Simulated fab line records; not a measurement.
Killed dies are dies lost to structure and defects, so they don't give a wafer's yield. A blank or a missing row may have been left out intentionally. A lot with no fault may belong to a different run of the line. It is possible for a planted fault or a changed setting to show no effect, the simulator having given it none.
A lot that was struck, set against a sound lot    flow ritCmos    21 out of 202 route steps
Sound: wafers L843.1, L843.5, L843.6. Wafers struck: L855.1, L855.5, L855.6. Last of all comes the cause.
Order at every step that has rows: each side's tool, ch and its chambers, its first start. Under that, the readings that differ: sound wafers    struck wafers    difference of the means    sigmas: that difference in standard deviations of wafers without a fault.
alike: readings whose means differ by less than 2 such deviations, and words and numbers that are the same on both sides. not compared: withheld readings, readings that some wafer has no value for, bounds like >300 that may hide the same value, and numbers for which the record gives no deviation and whose values overlap.
A row with sigmas, a row that says differs or no value, or rows on one side alone: a step with any of these is where the two part. Non-overlapping numbers with no deviation appear without sigmas and do not part them. A reading missing from all wafers of one side parts the sides only when that side holds two or more wafers.

RIT_GATE_CD_MEAS_16 targets a cd of 150 nm.
  sound: cdSem-02 at day 2 13:16; struck: cdSem-02 at day 5 01:53
  alike: cdNm
RIT_GATE_OVL_MEAS_17:
  sound: overlay-01 at day 2 13:23; struck: overlay-01 at day 5 02:00
  alike: GATE_OVL
then, 1 step without rows for these wafers: RIT_GATE_HARDBAKE_18 (time 60 s).
RIT_GATE_ETCH_19: etches poly-Si in SF6/CHF3/O2, stops on SiO2, time 165 s, target depth 312.5 nm.
  sound on rieSi-02 ch 0,1, day 2 13:34; struck on rieSi-02 ch 0,1,3, day 5 02:11
  alike: CHF3_flow_sccm, drypumpMotorCurrentA, heBacksideLeakSccm, oesProductAu, rfFwdPowerW, throttleValvePct
  not compared: rfHoursCounterH
RIT_GATE_STRIP_20: strips in O2, time 180 s.
  sound on plasmaAsher-04 ch 0,1, day 2 13:41; struck on plasmaAsher-03 ch 0,1, day 5 02:18
  alike: drypumpMotorCurrentA
  not compared: rfHoursCounterH
RIT_GATE_CD_MEAS_90 targets a cd of 150 nm.
  sound: cdSem-02 at day 2 13:52; struck: cdSem-01 at day 5 02:28
  alike: cdNm
then, 4 steps without rows for these wafers: RIT_REOX_CLEAN_00 (cleans in SC1, time 600 s); RIT_REOX_CLEAN_01 (cleans in dHF, time 30 s); RIT_REOX_CLEAN_02 (cleans in SC2, time 600 s); RIT_REOX_OXIDATION_03 (target thk 25.2 nm, ox time 5580 s).
RIT_REOX_THK_MEAS_04:
  sound: filmMetro-03 at day 2 17:07; struck: filmMetro-03 at day 5 07:10
  alike: REOX_OXIDE_THK
then, 1 step without rows for these wafers: RIT_NLDD_HMDS_00 (prime time 60 s).
RIT_NLDD_COAT_01: resist thk 1000 nm.
  sound on lithoTrack-04 ch 0, day 2 17:20; struck on lithoTrack-04 ch 0, day 5 07:22
reading                                   sound                 struck                difference  sigmas
spinSpeedRpm (rpm)                        3251.7 3251.8 3250.3  2282.1 2281.8 2280.1  -969.9      -99 or more
model.NOVOLAK_of_NLDD_COAT_01.thkNm (nm)  1005 1005 1003        1190 1191 1193        +187        
then, 4 steps without rows for these wafers: RIT_NLDD_SOFTBAKE_02 (time 60 s); RIT_NLDD_EXPOSE_03 (exposes mask M7, target cd 40700 nm); RIT_NLDD_PEB_04; RIT_NLDD_DEVELOP_05 (develop time 50 s).
RIT_NLDD_OVL_MEAS_06:
  sound: overlay-01 at day 2 18:10; struck: overlay-01 at day 5 08:10
  alike: NLDD_OVL
RIT_NLDD_HARDBAKE_07: time 60 s.
  sound on lithoTrack-01 ch 0, day 2 18:11; struck on lithoTrack-04 ch 0, day 5 08:12
reading                                   sound              struck          difference  sigmas
model.NOVOLAK_of_NLDD_COAT_01.thkNm (nm)  887.9 888.2 886.2  1050 1051 1052  +164        
  alike: heaterPowerTotalW
next, for these wafers, 1 step has no rows: RIT_NLDD_IMPLANT_08.
RIT_M1_PROBE_99:
  sound wafers here have rows in the record (prober-01, day 3 10:28); struck ones have none

WHERE THEY PART
First at RIT_NLDD_COAT_01; last, within this record, at RIT_M1_PROBE_99.

WHY: the cause the simulator had injected
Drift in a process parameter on lithoTrack-04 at RIT_NLDD_COAT_01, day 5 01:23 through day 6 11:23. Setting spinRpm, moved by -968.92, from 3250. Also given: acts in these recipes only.
